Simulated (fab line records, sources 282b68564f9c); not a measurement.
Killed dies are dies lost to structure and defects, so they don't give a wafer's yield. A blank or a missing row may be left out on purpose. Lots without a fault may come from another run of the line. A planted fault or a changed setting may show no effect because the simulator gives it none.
A struck lot beside a sound one | flow rit_cmos | 14 steps out of a route of 202
Sound: wafers L482.1, L482.3, L482.5. Struck: wafers L476.1, L476.2, L476.3. The cause comes at the end.
At each step with rows: each side's tool, then ch and its chambers, then its first start. Under that, the readings that differ: sound wafers | struck wafers | difference of the means | sigmas: that difference in standard deviations of wafers without a fault.
alike: readings whose means differ by less than 2 such deviations, and words and numbers that are the same on both sides. not compared: withheld readings, readings that some wafer has no value for, bounds like >300 that may hide the same value, and numbers for which the record gives no deviation and whose values overlap.
The two part at a step that has a row with sigmas, a row that says differs or no value, or rows on one side only. Numbers that don't overlap but have no deviation are shown without sigmas and don't part them. A reading that every wafer of one side lacks parts them only if that side has two wafers or more.

RIT_GATE_STRIP_20: strips in O2, time 180 s.
  sound on plasma_asher-01 ch 0,1, day 6 03:00; struck on plasma_asher-03 ch 0,1, day 4 20:05
  reading                     | sound       | struck      | difference | sigmas
  drypump_motor_current_A (A) | 5.3 5.2 5.2 | 5.7 6.5 6.5 | +1.0       | +2
  not compared: rf_hours_counter_h
RIT_GATE_CD_MEAS_90: target cd 150 nm.
  sound on cd_sem-02, day 6 03:10; struck on cd_sem-02, day 4 20:16
  alike: cd_nm
then, 4 steps without rows for these wafers: RIT_REOX_CLEAN_00 (cleans in SC1, time 600 s); RIT_REOX_CLEAN_01 (cleans in dHF, time 30 s); RIT_REOX_CLEAN_02 (cleans in SC2, time 600 s); RIT_REOX_OXIDATION_03 (target thk 25.2 nm, ox time 5580 s).
RIT_REOX_THK_MEAS_04:
  sound on film_metro-04, day 6 06:31; struck on film_metro-02, day 4 23:56
  alike: REOX_OXIDE_THK
then, 5 steps without rows for these wafers: RIT_NLDD_HMDS_00 (prime time 60 s); RIT_NLDD_COAT_01 (resist thk 1000 nm); RIT_NLDD_SOFTBAKE_02 (time 60 s); RIT_NLDD_EXPOSE_03 (exposes mask M7, target cd 40700 nm); RIT_NLDD_PEB_04.
RIT_NLDD_DEVELOP_05: develop time 50 s.
  sound on litho_track-02 ch 0, day 6 07:00; struck on litho_track-04, day 5 00:00
  no value came back on the struck wafers for chill_plate_temp_C (C), develop_time_s (s); on the sound wafers chill_plate_temp_C (C) reads 23.18 22.99 23.06
RIT_NLDD_OVL_MEAS_06:
  sound on overlay-02, day 6 07:34; struck on overlay-01, day 5 00:58
  reading       | sound       | struck | difference                    | sigmas
  NLDD_OVL (nm) | 3.0 2.5 1.1 | - - -  | no value on the struck wafers |

WHERE THEY PART
First at RIT_GATE_STRIP_20; last, within this record, at RIT_NLDD_OVL_MEAS_06.

WHY: what the simulator had put in
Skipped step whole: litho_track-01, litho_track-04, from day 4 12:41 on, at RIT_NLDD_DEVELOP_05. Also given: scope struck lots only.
